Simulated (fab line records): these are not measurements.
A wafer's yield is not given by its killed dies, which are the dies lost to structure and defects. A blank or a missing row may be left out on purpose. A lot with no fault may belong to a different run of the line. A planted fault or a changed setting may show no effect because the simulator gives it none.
The tool behind it: which one? :: flow rit cmos :: Sampling: 7 lots, 21 wafers, 2 of 202 route steps

WHAT THE GAUGES READ, wafer by wafer
RIT_NWELL_TW_MEAS_10.
lot: L866
measured: day 2 09:17
on: film metro-02
NWELL_TW: 2163 2148 2156

lot: L868
measured: day 2 16:10
on: film metro-04
NWELL_TW: 2131 2132 2136

lot: L875
measured: day 4 01:49
on: film metro-02
NWELL_TW: 2163 2171 2154

lot: L877
measured: day 4 14:48
on: film metro-01
NWELL_TW: 2303 2313 2316 2311 2307 2307

lot: L880
measured: day 5 06:10
on: film metro-04
NWELL_TW: 2141 2137 2142

lot: L884
measured: day 6 03:14
on: film metro-02
NWELL_TW: 2134 2150 2145

lot: L888
measured: day 6 20:51
on: film metro-04
NWELL_TW: 2148 2140 2146

WHICH TOOL RAN EACH LOT (tool, then ch and the chambers of the sampled wafers, then the start)
lot: L866
RIT_NWELL_IMPLANT_08: implanter-04 ch 0, day 2 08:58

lot: L868
RIT_NWELL_IMPLANT_08: implanter-04 ch 0, day 2 15:51

lot: L875
RIT_NWELL_IMPLANT_08: implanter-01 ch 0, day 4 01:32

lot: L877
RIT_NWELL_IMPLANT_08: implanter-04 ch 0, day 4 14:29

lot: L880
RIT_NWELL_IMPLANT_08: implanter-02 ch 0, day 5 05:51

lot: L884
RIT_NWELL_IMPLANT_08: implanter-01 ch 0, day 6 02:55

lot: L888
RIT_NWELL_IMPLANT_08: implanter-01 ch 0, day 6 20:32
- RIT_NWELL_IMPLANT_08

THE ANSWER, worked out from the rows above alone
Rule: the usual values come from the lots themselves. The widest of any qualifying gaps counts: lots, ordered by their means at a reading, are off when they make up no more than a third of the lots, leave a main group of 4 or more, and stand apart from it by 3 or more times the standard deviation of that group's means. A main group is skipped when, at the precision printed for the reading in the tables above, its means are all equal. A lot without any number at a reading at which 4 lots or more have one is off too. Where the step has rows for the other lots, those lots are counted as sound.
Off: at RIT_NWELL_TW_MEAS_10 (NWELL_TW), L877. Mean 2146 and standard deviation 9.9 in the main group.
A tool fits if, at a process step before that reading, it ran every lot that is off, and no sound lot after the first of them. The gauges at RIT_NWELL_TW_MEAS_10 are tried like those tools. Undecided on this evidence; 2 tools fit (implanter-04 at RIT_NWELL_IMPLANT_08, film metro-01 at RIT_NWELL_TW_MEAS_10).

WHAT HAD BEEN PUT IN BY THE SIMULATOR
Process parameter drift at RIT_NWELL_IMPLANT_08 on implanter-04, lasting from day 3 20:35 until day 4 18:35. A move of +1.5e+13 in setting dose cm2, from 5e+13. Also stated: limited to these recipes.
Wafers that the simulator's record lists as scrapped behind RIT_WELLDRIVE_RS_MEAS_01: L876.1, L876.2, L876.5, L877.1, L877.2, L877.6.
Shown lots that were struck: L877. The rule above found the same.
